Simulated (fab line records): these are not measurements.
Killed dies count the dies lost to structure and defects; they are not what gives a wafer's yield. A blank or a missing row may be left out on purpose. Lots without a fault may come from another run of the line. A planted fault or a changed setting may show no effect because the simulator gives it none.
fab line records	flow rit_cmos
record lots=6	wafers=18	last_day=7
route steps=202 shown PLDD@116 SPACER@125 NSD@131 PSD@142 SDANNEAL@153 SILICIDE@161 M1@202
lots that met no fault: taken from a fault-free run of the same line
start_h: start of the lot's first displayed wafer, in hours after the record's first day	wait_h: how many hours have passed since the lot's step before this one	" repeats the value in the row above	L1.1+2: a row that stands for several wafers	- either no value or no given start	* or withheld: withheld	< > ~ a bound
route shown NAME@n: NAME is a module with steps in the file, n the number in the route of the first one	usual: average and standard deviation across the fault-free wafers	same: alike in all rows	chamber/n: place in a boat	sites: readings site by site	_std_site: standard deviation across them	_edge_site: the outer-site mean with the inner-site mean subtracted	radius_mm: for every site, how far away it sits from the centre of the wafer	mask NAME#n: copy n	behind: the most recent tool/chamber to have shaped the wafer	hold: what put the lot on hold/how long, in hours/how the hold closed	device: whichever transistor did not switch (one of n, p or np)	end of line: tests run on the same wafers once the route is complete	for a step that has no rows: nothing shown but its recipe	killed: dies that structure and defects cost at the first sort, which is not the same as the wafer's yield	map: shows each die of a wafer: x if killed, . if not, _ if none is there
set.NAME: setting as actually run; set.NAME@STEP: the setting as run at that earlier step	model.NAME: the simulator's own value behind a step, which no gauge read
lots seen at some steps along the route; tables by step, rows by wafer
services: when a tool's chamber went out of use (start_h, in hours from the record's first day, below 0 if earlier), for how many hours, and the reason
## steps
# step RIT_PLDD_SOFTBAKE_02
# recipe resist=NOVOLAK	temp_c=90	time_s=60
# step RIT_PLDD_EXPOSE_03
# recipe mask_id=M8	na=0.57	target_cd_nm=40900	dose_mj=250
# step RIT_PLDD_PEB_04
# recipe resist=NOVOLAK	temp_c=withheld	time_s=withheld
# step RIT_PLDD_DEVELOP_05
# recipe resist=NOVOLAK	develop_time_s=50	dev_temp_c=23
# step RIT_PLDD_OVL_MEAS_06
# usual PLDD_OVL=0.9/1.5
lot.wafer	tool	chamber	start_h	wait_h	PLDD_OVL[nm]
L793.1	overlay-02	-	45.28	-	-0.7
L793.2	"	-	"	"	-0.7
L793.4	"	-	"	"	-1.2
L800.1	overlay-01	-	84.28	-	2.5
L800.4	"	-	"	"	2.6
L800.5	"	-	"	"	1.5
L806.2	overlay-01	-	114.87	-	0.2
L806.3	"	-	"	"	-0.5
L806.4	"	-	"	"	0.2
L808.1	overlay-01	-	123.18	-	0.9
L808.2	"	-	"	"	0.3
L808.3	"	-	"	"	0.7
L809.2	overlay-01	-	127.07	-	0.2
L809.5	"	-	"	"	0.8
L809.6	"	-	"	"	0.6
L814.4	overlay-02	-	151.85	-	-2.8
L814.5	"	-	"	"	-2.8
L814.6	"	-	"	"	-1.3
# step RIT_PLDD_HARDBAKE_07
# recipe resist=NOVOLAK	temp_c=140	time_s=60
# step RIT_PLDD_IMPLANT_08
# recipe species=BF2	energy_kev=20	dose_cm2=9e+14	tilt_deg=7
# step RIT_PLDD_STRIP_09
# recipe chemistry=O2	time_s=180	resist=NOVOLAK	platen_temp_c=withheld	power_w=500	pressure_mtorr=4000	o2_flow_sccm=4181
# usual drypump_motor_current_A=5.69/0.29
lot.wafer	tool	chamber	start_h	wait_h	drypump_motor_current_A	rf_hours_counter_h
L793.1	plasma_asher-01	0	45.62	0.1	5.19	41
L793.2	"	1	"	"	6.06	41
L793.4	"	1	"	"	6.05	-
L800.1	plasma_asher-04	1	84.61	0.1	5.60	41
L800.4	"	1	"	"	5.57	-
L800.5	"	1	"	"	5.59	-
L806.2	plasma_asher-04	0	115.20	0.1	5.99	44
L806.3	"	0	"	"	5.95	-
L806.4	"	1	"	"	5.55	-
L808.1	plasma_asher-04	0	123.52	0.1	5.98	45
L808.2	"	1	"	"	5.54	45
L808.3	"	0	"	"	5.97	-
L809.2	plasma_asher-02	1	127.40	0.1	5.38	36
L809.5	"	0	"	"	5.80	-
L809.6	"	1	"	"	5.38	-
L814.4	plasma_asher-04	1	152.23	0.1	5.57	-
L814.5	"	1	"	"	5.60	-
L814.6	"	0	"	"	5.99	-
# step RIT_PLDD_TW_MEAS_10
# usual PLDD_TW=2364/12
lot.wafer	tool	chamber	start_h	wait_h	PLDD_TW
L793.1	film_metro-01	-	45.79	0.1	2354
L793.2	"	-	"	"	2358
L793.4	"	-	"	"	2363
L800.1	film_metro-04	-	84.79	0.1	2366
L800.4	"	-	"	"	2361
L800.5	"	-	"	"	2358
L806.2	film_metro-04	-	115.38	0.1	2362
L806.3	"	-	"	"	2361
L806.4	"	-	"	"	2355
L808.1	film_metro-04	-	123.69	0.1	2365
L808.2	"	-	"	"	2367
L808.3	"	-	"	"	2362
L809.2	film_metro-01	-	127.58	0.1	2380
L809.5	"	-	"	"	2387
L809.6	"	-	"	"	2396
L814.4	film_metro-04	-	152.38	0.1	2343
L814.5	"	-	"	"	2352
L814.6	"	-	"	"	2357
# step RIT_SPACER_CLEAN_00
# recipe chemistry=SC1	mix=3:3:50	time_s=600	temp_c=75
# step RIT_SPACER_CLEAN_01
# recipe chemistry=dHF	dilution=50:1	time_s=30
# step RIT_SPACER_CLEAN_02
# recipe chemistry=SC2	mix=3:3:50	time_s=600	temp_c=75	dry=n2_spin
# step RIT_SPACER_CVD_03
# recipe material=Si3N4	target_thk_nm=250	temp_c=810	precursor=SiH2Cl2/NH3	time_s=3300	pressure_mtorr=300	sih2cl2_flow_sccm=60	nh3_flow_sccm=150
# usual sih2cl2_flow_sccm=59.98/0.14
lot.wafer	tool	chamber	start_h	wait_h	sih2cl2_flow_sccm	model.Si3N4_of_SPACER_CVD_03.thk_nm
L793.1	lpcvd-02	0	46.25	0.0	59.85	248.7
L793.2	"	0	"	"	60.01	247.9
L793.4	"	0	"	"	59.85	247.7
L800.1	lpcvd-01	1	85.57	0.0	59.94	251.4
L800.4	"	1	"	"	59.88	251.9
L800.5	"	1	"	"	59.98	253.8
L806.2	lpcvd-01	1	115.80	0.0	47.67	240.6
L806.3	"	1	"	"	47.98	242.8
L806.4	"	1	"	"	47.80	242.9
L808.1	lpcvd-01	1	124.13	0.0	48.02	234.9
L808.2	"	1	"	"	48.05	236.2
L808.3	"	1	"	"	48.15	235.1
L809.2	lpcvd-02	0	129.09	1.1	59.92	253.3
L809.5	"	0	"	"	60.16	253.5
L809.6	"	0	"	"	60.12	253.7
L814.4	lpcvd-02	0	152.77	0.0	59.81	251.2
L814.5	"	0	"	"	59.86	252.2
L814.6	"	0	"	"	60.00	252.4
# step RIT_SPACER_THK_MEAS_04
# recipe reads=Si3N4_of_SPACER_CVD_03
# usual SPACER_NITRIDE_THK=251.5/2.1
lot.wafer	tool	chamber	start_h	wait_h	SPACER_NITRIDE_THK[nm]
L793.1	film_metro-02	-	48.17	0.0	248.7
L793.2	"	-	"	"	247.9
L793.4	"	-	"	"	247.8
L800.1	film_metro-03	-	87.49	0.0	251.4
L800.4	"	-	"	"	252.0
L800.5	"	-	"	"	253.9
L806.2	film_metro-03	-	117.73	0.0	240.6
L806.3	"	-	"	"	242.6
L806.4	"	-	"	"	242.9
L808.1	film_metro-02	-	126.05	0.0	234.9
L808.2	"	-	"	"	236.1
L808.3	"	-	"	"	234.9
L809.2	film_metro-02	-	131.01	0.0	253.1
L809.5	"	-	"	"	253.3
L809.6	"	-	"	"	253.6
L814.4	film_metro-02	-	154.72	0.0	251.0
L814.5	"	-	"	"	252.3
L814.6	"	-	"	"	252.2
# step RIT_SPACER_ETCHBACK_05
# recipe target_depth_a=2500	SF6_flow_sccm=30	CHF3_flow_sccm=30	target=Si3N4	chemistry=SF6/CHF3	pressure_mtorr=40	rf_w=250	time_s=240	stop_on=SiO2
# usual drypump_motor_current_A=5.6/0.52	oes_product_au=0.845/0.016	throttle_valve_pct=10.30/0.14
lot.wafer	tool	chamber	start_h	wait_h	drypump_motor_current_A	oes_product_au	rf_hours_counter_h	throttle_valve_pct	model.etch.depth_nm
L793.1	rie_diel-04	3	48.23	0.1	4.7	0.855	104	10.06	248.7
L793.2	"	1	"	"	5.7	0.838	157	10.29	247.9
L793.4	"	2	"	"	5.1	0.800	159	10.36	247.7
L800.1	rie_diel-01	2	87.55	0.1	5.7	0.853	6	10.38	251.4
L800.4	"	0	"	"	6.5	0.839	1	10.33	251.9
L800.5	"	2	"	"	5.7	0.866	-	10.40	253.8
L806.2	rie_diel-04	2	117.78	0.0	5.1	0.840	0	10.35	240.6
L806.3	"	3	"	"	4.7	0.831	106	10.06	242.8
L806.4	"	2	"	"	5.1	0.843	-	10.36	242.9
L808.1	rie_diel-02	2	126.11	0.1	4.8	0.794	77	10.37	234.9
L808.2	"	1	"	"	5.9	0.786	8	10.35	236.2
L808.3	"	0	"	"	6.2	0.821	142	10.45	235.1
L809.2	rie_diel-04	3	131.06	0.0	4.7	0.862	106	10.08	253.3
L809.5	"	3	"	"	4.7	0.859	-	10.07	253.5
L809.6	"	2	"	"	5.1	0.873	-	10.36	253.7
L814.4	rie_diel-04	0	154.75	0.0	5.7	0.836	76	10.30	251.2
L814.5	"	1	"	"	5.7	0.865	-	10.27	252.2
L814.6	"	2	"	"	5.1	0.868	-	10.35	252.4
# step RIT_NSD_HMDS_00
# recipe prime_time_s=60	prime_temp_c=140
# step RIT_NSD_COAT_01
# recipe resist=NOVOLAK	spin_rpm=3250	resist_thk_nm=1000
# step RIT_NSD_SOFTBAKE_02
# recipe resist=NOVOLAK	temp_c=90	time_s=60
# step RIT_NSD_EXPOSE_03
# recipe mask_id=M9	na=0.57	target_cd_nm=40700	dose_mj=250
# step RIT_NSD_PEB_04
# recipe resist=NOVOLAK	temp_c=withheld	time_s=withheld
# step RIT_NSD_DEVELOP_05
# recipe resist=NOVOLAK	develop_time_s=50	dev_temp_c=23
# step RIT_NSD_OVL_MEAS_06
# usual NSD_OVL=0.0/1.4
lot.wafer	tool	chamber	start_h	wait_h	NSD_OVL[nm]
L793.1	overlay-02	-	49.23	-	0.0
L793.2	"	-	"	"	0.7
L793.4	"	-	"	"	1.7
L800.1	overlay-02	-	88.67	-	-1.1
L800.4	"	-	"	"	-0.5
L800.5	"	-	"	"	-0.8
L806.2	overlay-02	-	118.78	-	-1.3
L806.3	"	-	"	"	-0.4
L806.4	"	-	"	"	0.0
L808.1	overlay-02	-	127.34	-	2.7
L808.2	"	-	"	"	1.2
L808.3	"	-	"	"	1.7
L809.2	overlay-01	-	132.27	-	1.2
L809.5	"	-	"	"	0.6
L809.6	"	-	"	"	0.8
L814.4	overlay-01	-	155.77	-	1.2
L814.5	"	-	"	"	0.9
L814.6	"	-	"	"	0.3
# step RIT_NSD_HARDBAKE_07
# recipe resist=NOVOLAK	temp_c=140	time_s=60
# step RIT_NSD_IMPLANT_08
# recipe species=P	energy_kev=25.27	dose_cm2=1e+15	tilt_deg=7
# step RIT_NSD_STRIP_09
# recipe chemistry=O2	time_s=180	resist=NOVOLAK	platen_temp_c=withheld	power_w=500	pressure_mtorr=4000	o2_flow_sccm=4000
# usual drypump_motor_current_A=5.80/0.27
lot.wafer	tool	chamber	start_h	wait_h	drypump_motor_current_A	rf_hours_counter_h
L793.1	plasma_asher-02	1	49.57	0.1	5.37	27
L793.2	"	0	"	"	5.78	27
L793.4	"	1	"	"	5.37	-
L800.1	plasma_asher-03	1	89.01	0.1	6.19	44
L800.4	"	1	"	"	6.17	-
L800.5	"	0	"	"	5.89	-
L806.2	plasma_asher-04	0	119.11	0.1	6.00	45
L806.3	"	0	"	"	5.99	-
L806.4	"	1	"	"	5.56	-
L808.1	plasma_asher-03	0	127.68	0.1	5.87	1
L808.2	"	1	"	"	6.11	1
L808.3	"	0	"	"	5.89	-
L809.2	plasma_asher-02	1	132.60	0.1	5.36	36
L809.5	"	0	"	"	5.80	-
L809.6	"	1	"	"	5.35	-
L814.4	plasma_asher-03	0	156.14	0.1	5.91	-
L814.5	"	1	"	"	6.15	-
L814.6	"	0	"	"	5.89	-
# step RIT_NSD_TW_MEAS_10
# usual NSD_TW=3156/16
lot.wafer	tool	chamber	start_h	wait_h	NSD_TW
L793.1	film_metro-01	-	49.74	0.1	3138
L793.2	"	-	"	"	3138
L793.4	"	-	"	"	3117
L800.1	film_metro-01	-	89.18	0.1	3145
L800.4	"	-	"	"	3152
L800.5	"	-	"	"	3140
L806.2	film_metro-01	-	119.30	0.1	3157
L806.3	"	-	"	"	3150
L806.4	"	-	"	"	3163
L808.1	film_metro-04	-	127.85	0.1	3158
L808.2	"	-	"	"	3139
L808.3	"	-	"	"	3151
L809.2	film_metro-01	-	132.78	0.1	3178
L809.5	"	-	"	"	3159
L809.6	"	-	"	"	3163
L814.4	film_metro-04	-	156.29	0.1	3123
L814.5	"	-	"	"	3131
L814.6	"	-	"	"	3128
# step RIT_PSD_HMDS_00
# recipe prime_time_s=60	prime_temp_c=140
# step RIT_PSD_COAT_01
# recipe resist=NOVOLAK	spin_rpm=3250	resist_thk_nm=1000
# step RIT_PSD_SOFTBAKE_02
# recipe resist=NOVOLAK	temp_c=90	time_s=60
# step RIT_PSD_EXPOSE_03
# recipe mask_id=M10	na=0.57	target_cd_nm=40900	dose_mj=250
# step RIT_PSD_PEB_04
# recipe resist=NOVOLAK	temp_c=withheld	time_s=withheld
# step RIT_PSD_DEVELOP_05
# recipe resist=NOVOLAK	develop_time_s=50	dev_temp_c=23
# step RIT_PSD_OVL_MEAS_06
# usual PSD_OVL=0.8/1.3
lot.wafer	tool	chamber	start_h	wait_h	PSD_OVL[nm]
L793.1	overlay-02	-	50.65	-	2.9
L793.2	"	-	"	"	0.8
L793.4	"	-	"	"	-0.3
L800.1	overlay-01	-	90.42	-	0.4
L800.4	"	-	"	"	1.1
L800.5	"	-	"	"	0.9
L806.2	overlay-02	-	120.20	-	2.1
L806.3	"	-	"	"	2.6
L806.4	"	-	"	"	2.2
L808.1	overlay-01	-	128.76	-	0.5
L808.2	"	-	"	"	0.8
L808.3	"	-	"	"	0.0
L809.2	overlay-02	-	133.82	-	-1.4
L809.5	"	-	"	"	0.5
L809.6	"	-	"	"	-1.7
L814.4	overlay-01	-	157.19	-	2.2
L814.5	"	-	"	"	2.1
L814.6	"	-	"	"	1.4
# step RIT_PSD_HARDBAKE_07
# recipe resist=NOVOLAK	temp_c=140	time_s=60
# step RIT_PSD_IMPLANT_08
# recipe species=BF2	energy_kev=27	dose_cm2=5.072e+15	tilt_deg=7
# step RIT_PSD_STRIP_09
# recipe chemistry=O2	time_s=180	resist=NOVOLAK	platen_temp_c=withheld	power_w=500	pressure_mtorr=4000	o2_flow_sccm=4000
# usual drypump_motor_current_A=5.7/0.35
lot.wafer	tool	chamber	start_h	wait_h	drypump_motor_current_A	rf_hours_counter_h
L793.1	plasma_asher-03	1	50.99	0.1	6.2	40
L793.2	"	0	"	"	5.9	40
L793.4	"	1	"	"	6.1	-
L800.1	plasma_asher-01	0	90.76	0.1	5.2	45
L800.4	"	1	"	"	6.0	-
L800.5	"	0	"	"	5.2	-
L806.2	plasma_asher-02	0	120.53	0.1	5.8	35
L806.3	"	1	"	"	5.4	-
L806.4	"	0	"	"	5.8	-
L808.1	plasma_asher-01	1	129.10	0.1	6.0	50
L808.2	"	0	"	"	5.2	50
L808.3	"	1	"	"	6.0	-
L809.2	plasma_asher-01	1	134.15	0.1	6.0	50
L809.5	"	1	"	"	6.1	-
L809.6	"	0	"	"	5.2	-
L814.4	plasma_asher-02	1	157.57	0.1	5.4	-
L814.5	"	1	"	"	5.4	-
L814.6	"	0	"	"	5.8	-
# step RIT_PSD_TW_MEAS_10
# usual PSD_TW=3458/19
lot.wafer	tool	chamber	start_h	wait_h	PSD_TW
L793.1	film_metro-01	-	51.16	0.1	3437
L793.2	"	-	"	"	3447
L793.4	"	-	"	"	3429
L800.1	film_metro-01	-	90.93	0.1	3440
L800.4	"	-	"	"	3453
L800.5	"	-	"	"	3448
L806.2	film_metro-04	-	120.72	0.1	3459
L806.3	"	-	"	"	3470
L806.4	"	-	"	"	3461
L808.1	film_metro-04	-	129.27	0.1	3459
L808.2	"	-	"	"	3477
L808.3	"	-	"	"	3448
L809.2	film_metro-04	-	134.33	0.1	3470
L809.5	"	-	"	"	3481
L809.6	"	-	"	"	3474
L814.4	film_metro-04	-	157.71	0.1	3422
L814.5	"	-	"	"	3441
L814.6	"	-	"	"	3449
# step RIT_SDANNEAL_CLEAN_00
# recipe chemistry=SC1	mix=3:3:50	time_s=600	temp_c=75
# step RIT_SDANNEAL_CLEAN_01
# recipe chemistry=dHF	dilution=50:1	time_s=30
# step RIT_SDANNEAL_CLEAN_02
# recipe chemistry=SC2	mix=3:3:50	time_s=600	temp_c=75	dry=n2_spin
# step RIT_SDANNEAL_RTA_03
# recipe temp_c=1050	time_s=5	idle_temp_c=600	ramp_up_c_per_s=342	ramp_down_c_per_s=171	cool_to_c=600	ambient=N2
# usual ramp_down_c_per_s=171.00/0.034	ramp_up_c_per_s=341.99/0.055	wafer_temp_C_max=1053.3/1.1
lot.wafer	tool	chamber	start_h	wait_h	ramp_down_c_per_s	ramp_up_c_per_s	wafer_temp_C_max
L793.1	rtp_anneal-01	0	51.59	0.0	170.97	342.08	1052.1
L793.2	"	0	"	"	171.01	342.00	1053.4
L793.4	"	0	"	"	171.07	341.98	1053.4
L800.1	rtp_anneal-02	0	91.36	0.0	170.93	342.00	1053.1
L800.4	"	0	"	"	171.03	342.00	1054.1
L800.5	"	0	"	"	171.02	341.94	1053.9
L806.2	rtp_anneal-02	0	121.18	0.0	171.05	341.94	1054.6
L806.3	"	0	"	"	171.05	341.97	1053.6
L806.4	"	0	"	"	170.95	342.02	1054.1
L808.1	rtp_anneal-02	0	129.70	0.0	171.01	342.02	1053.6
L808.2	"	0	"	"	170.98	342.02	1052.8
L808.3	"	0	"	"	171.02	341.92	1052.3
L809.2	rtp_anneal-01	0	134.76	0.0	170.96	341.98	1052.4
L809.5	"	0	"	"	171.02	342.04	1053.5
L809.6	"	0	"	"	170.97	341.97	1052.1
L814.4	rtp_anneal-02	0	158.49	0.0	171.02	341.99	1052.9
L814.5	"	0	"	"	170.95	341.99	1055.0
L814.6	"	0	"	"	170.99	342.09	1053.6
# step RIT_SDANNEAL_RS_MEAS_04
# recipe thk_meas_gauge=four-point-probe
# usual PSD_RS=115.8/0.34
lot.wafer	tool	chamber	start_h	wait_h	PSD_RS[ohm/sq]
L793.1	film_metro-04	-	51.65	0.0	116.0
L793.2	"	-	"	"	116.2
L793.4	"	-	"	"	115.9
L800.1	film_metro-04	-	91.42	0.0	115.8
L800.4	"	-	"	"	116.0
L800.5	"	-	"	"	116.0
L806.2	film_metro-04	-	121.25	0.1	115.9
L806.3	"	-	"	"	116.0
L806.4	"	-	"	"	115.7
L808.1	film_metro-02	-	129.76	0.0	115.2
L808.2	"	-	"	"	115.1
L808.3	"	-	"	"	115.6
L809.2	film_metro-02	-	134.83	0.1	115.8
L809.5	"	-	"	"	115.3
L809.6	"	-	"	"	115.6
L814.4	film_metro-02	-	158.58	0.1	115.8
L814.5	"	-	"	"	115.6
L814.6	"	-	"	"	115.8
# step RIT_SILICIDE_WET_ETCH_00
# recipe chemistry=BOE	target=SiO2	target_depth_nm=14	time_s=15	dry=n2_spin	dilution=10:1	temp_c=21.5
lot.wafer	tool	chamber	start_h	wait_h	model.Si3N4_of_SPACER_CVD_03.thk_nm
L793.1	wet_bench-03	3	52.13	0.1	193.6
L793.2	"	3	"	"	193.8
L793.4	"	3	"	"	192.4
L800.1	wet_bench-01	1	91.90	0.1	195
L800.4	"	1	"	"	196.6
L800.5	"	1	"	"	197
L806.2	wet_bench-03	0	121.71	0.1	187.3
L806.3	"	0	"	"	188.1
L806.4	"	0	"	"	189.1
L808.1	wet_bench-04	2	130.24	0.1	183.4
L808.2	"	2	"	"	183.5
L808.3	"	2	"	"	182.6
L809.2	wet_bench-03	1	135.29	0.1	196.6
L809.5	"	1	"	"	196.4
L809.6	"	1	"	"	197.7
L814.4	wet_bench-04	3	159.00	0.0	197.4
L814.5	"	3	"	"	197.6
L814.6	"	3	"	"	196.8
# step RIT_M1_PROBE_99
# usual killed_at_M0_to_M3=0.0/0.12	killed_at_contacts=0.0/0.22	killed_at_front_end=7/3.2	killed_dies=8/3.2	killed_open=3.7/2.1	killed_short=3.8/2.2
# same gross_dies=264	killed_at_M4_up=0	killed_at_back_side=0	killed_at_other=0
lot.wafer	tool	chamber	start_h	wait_h	killed_at_M0_to_M3	killed_at_contacts	killed_at_front_end	killed_dies	killed_open	killed_short	model.etest.nplus_sal.width_nm	model.etest.pwell_pinched.rs_ohm_sq	model.etest.nwell_pinched.rs_ohm_sq	model.etest.diode_nplus_comb.cj_ff_um2
L793.1	prober-01	-	58.90	0.1	0	0	11	11	7	4	3447	458.3	340.1	2.655
L793.2	prober-01	-	58.95	0.1	0	0	10	10	6	4	3468	448.8	337.9	2.644
L793.4	prober-01	-	59.05	0.2	0	0	8	8	4	4	3485	452.4	344.3	2.666
L800.1	prober-02	-	98.69	0.1	0	0	6	6	1	5	3457	462.7	340.4	2.659
L800.4	prober-02	-	98.84	0.2	0	0	3	3	2	1	3434	458	336.6	2.619
L800.5	prober-02	-	98.89	0.2	0	0	8	8	4	4	3458	454	336.6	2.649
L806.2	prober-02	-	129.10	0.1	0	0	9	9	4	5	3455	472.3	343.2	2.662
L806.3	prober-02	-	129.15	0.2	1	0	6	7	2	5	3473	474.4	345.7	2.67
L806.4	prober-02	-	129.20	0.2	0	0	6	6	2	4	3462	471.7	341.8	2.656
L808.1	prober-02	-	137.24	0.1	0	0	8	8	4	4	3480	460.4	349.9	2.694
L808.2	prober-02	-	137.29	0.1	0	1	9	10	6	4	3496	465.6	348.4	2.691
L808.3	prober-02	-	137.34	0.2	0	0	5	5	2	3	3483	467	349.8	2.702
L809.2	prober-01	-	142.26	0.1	0	0	9	9	6	3	3462	459.7	334.4	2.64
L809.5	prober-01	-	142.41	0.2	0	0	11	11	6	5	3458	455.5	339.8	2.65
L809.6	prober-01	-	142.46	0.2	0	0	9	9	6	3	3467	453.6	334.4	2.612
L814.4	prober-02	-	166.16	0.2	0	0	6	6	4	2	3444	452.5	333	2.579
L814.5	prober-02	-	166.21	0.2	0	0	10	10	5	5	3422	447.9	332.2	2.599
L814.6	prober-02	-	166.26	0.2	0	0	8	8	6	2	3455	454.2	338.1	2.624
# killed by level:class
L793.1 SPACER:geometric_particle:open=3 FOX1:geometric_particle:open=2 FOX2:geometric_particle:short=2 GATE:geometric_particle:open=2 FOX1:geometric_particle:short=1 GATE:geometric_particle:short=1
L793.2 GATE:geometric_particle:open=3 SPACER:geometric_particle:short=3 SPACER:geometric_particle:open=2 FOX2:geometric_particle:open=1 GATE:geometric_particle:short=1
L793.4 GATE:geometric_particle:short=3 REOX:geometric_particle:open=2 REOX:geometric_particle:short=1 SPACER:geometric_particle:open=1 SILICIDE:geometric_particle:open=1
L800.1 GATE:geometric_particle:short=3 FOX1:geometric_particle:short=1 GATE:geometric_particle:open=1 SPACER:geometric_particle:short=1
L800.4 FOX2:geometric_particle:open=1 GATE:geometric_particle:short=1 SPACER:geometric_particle:open=1
L800.5 SPACER:geometric_particle:open=3 SILICIDE:geometric_particle:short=3 SPACER:geometric_particle:short=1 SILICIDE:geometric_particle:open=1
L806.2 FOX1:geometric_particle:short=2 GATE:geometric_particle:open=2 GATE:geometric_particle:short=1 REOX:geometric_particle:open=1 SPACER:geometric_particle:short=1 SPACER:geometric_particle:open=1 SILICIDE:geometric_particle:short=1
L806.3 GATE:geometric_particle:short=3 REOX:geometric_particle:open=2 REOX:geometric_particle:short=1 M1:geometric_particle:short=1
L806.4 GATE:geometric_particle:short=3 GATE:geometric_particle:open=1 REOX:geometric_particle:open=1 REOX:geometric_particle:short=1
L808.1 GATE:geometric_particle:short=3 GATE:geometric_particle:open=2 FOX1:geometric_particle:open=1 SPACER:geometric_particle:open=1 SPACER:geometric_particle:short=1
L808.2 GATE:geometric_particle:open=2 REOX:geometric_particle:short=2 GATE:geometric_particle:short=1 REOX:geometric_particle:open=1 SPACER:geometric_particle:short=1 SPACER:geometric_particle:open=1 SILICIDE:geometric_particle:open=1 CONTACT:geometric_particle:open=1
L808.3 GATE:geometric_particle:short=2 GATE:geometric_particle:open=2 REOX:geometric_particle:short=1
L809.2 GATE:geometric_particle:open=3 GATE:geometric_particle:short=2 SILICIDE:geometric_particle:open=2 FOX2:geometric_particle:open=1 SPACER:geometric_particle:short=1
L809.5 FOX2:geometric_particle:short=3 SPACER:geometric_particle:open=3 SPACER:geometric_particle:short=2 SILICIDE:geometric_particle:open=2 GATE:geometric_particle:open=1
L809.6 GATE:geometric_particle:open=5 REOX:geometric_particle:short=2 GATE:geometric_particle:short=1 SPACER:geometric_particle:open=1
L814.4 FOX2:geometric_particle:open=2 GATE:geometric_particle:short=2 GATE:geometric_particle:open=1 SPACER:geometric_particle:open=1
L814.5 GATE:geometric_particle:short=2 GATE:geometric_particle:open=2 REOX:geometric_particle:short=2 FOX1:geometric_particle:short=1 FOX1:geometric_particle:open=1 REOX:geometric_particle:open=1 SILICIDE:geometric_particle:open=1
L814.6 GATE:geometric_particle:open=4 FOX2:geometric_particle:short=1 FOX2:geometric_particle:open=1 GATE:geometric_particle:short=1 SPACER:geometric_particle:open=1
## services
tool	chamber	start_h	hours	kind
rie_diel-04	-	26.67	2.0	repair
rie_diel-02	1	29.99	9.2	repair
rie_diel-02	0	51.08	6.5	repair
rie_diel-02	1	51.39	4.6	repair
plasma_asher-01	-	54.90	3.0	repair
rie_diel-04	2	65.20	3.4	repair
wet_bench-03	-	81.72	4.1	repair
plasma_asher-04	-	89.88	0.5	repair
rie_diel-04	2	94.52	-	clean
rie_diel-04	2	94.52	12.9	scheduled_down
rie_diel-04	2	94.52	12.9	vent_cycle
lpcvd-01	-	100.24	1.7	repair
rie_diel-04	1	107.41	-	clean
rie_diel-04	1	107.41	27.2	scheduled_down
rie_diel-04	1	107.41	27.2	vent_cycle
plasma_asher-03	-	108.75	9.0	pm
plasma_asher-03	0	108.75	9.0	vent_cycle
plasma_asher-03	1	108.75	9.0	vent_cycle
rie_diel-01	0	112.22	31.6	repair
plasma_asher-03	0	117.75	-	clean
plasma_asher-03	1	117.75	-	clean
rie_diel-04	0	123.51	8.8	repair
rie_diel-01	-	129.58	0.1	repair
plasma_asher-02	-	132.94	4.4	repair
## key
first_sign step=RIT_SPACER_CVD_03	reading=sih2cl2_flow_sccm	direction=down	sigmas=84	usual=59.98	struck=47.94
effect step=RIT_SPACER_THK_MEAS_04	reading=SPACER_NITRIDE_THK	direction=down	sigmas=6	usual=251.5	struck=238.7
model_effect step=RIT_SPACER_CVD_03	value=Si3N4_of_SPACER_CVD_03.thk_nm	without=253	struck=238.7
model_effect step=RIT_SPACER_ETCHBACK_05	value=etch.depth_nm	without=253	struck=238.7
model_effect step=RIT_SILICIDE_WET_ETCH_00	value=Si3N4_of_SPACER_CVD_03.thk_nm	without=196.8	struck=185.7
model_effect step=RIT_M1_PROBE_99	value=etest.nplus_sal.width_nm	without=3449	struck=3475
met_at RIT_SPACER_CVD_03
struck_wafers L806.2,L806.3,L806.4,L808.1,L808.2,L808.3
tester_left_out L806,L808
onset_between 85.57 115.80
fault kind=process_parameter_drift	tool=lpcvd-01	chamber=1	onset_h=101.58	steps=RIT_SPACER_CVD_03	channel=sih2cl2_flow_sccm	offset=-12	shape=step	end_h=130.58	acts_in=these_recipes_only	stated=60
# tester_left_out: of these lots the tester's yield and bins aren't shown, on N5 and GAA mostly nor the transistor test; their killed dies are dies lost to structure and defects alone, not to doping, threshold or leakage, so they don't give the yield
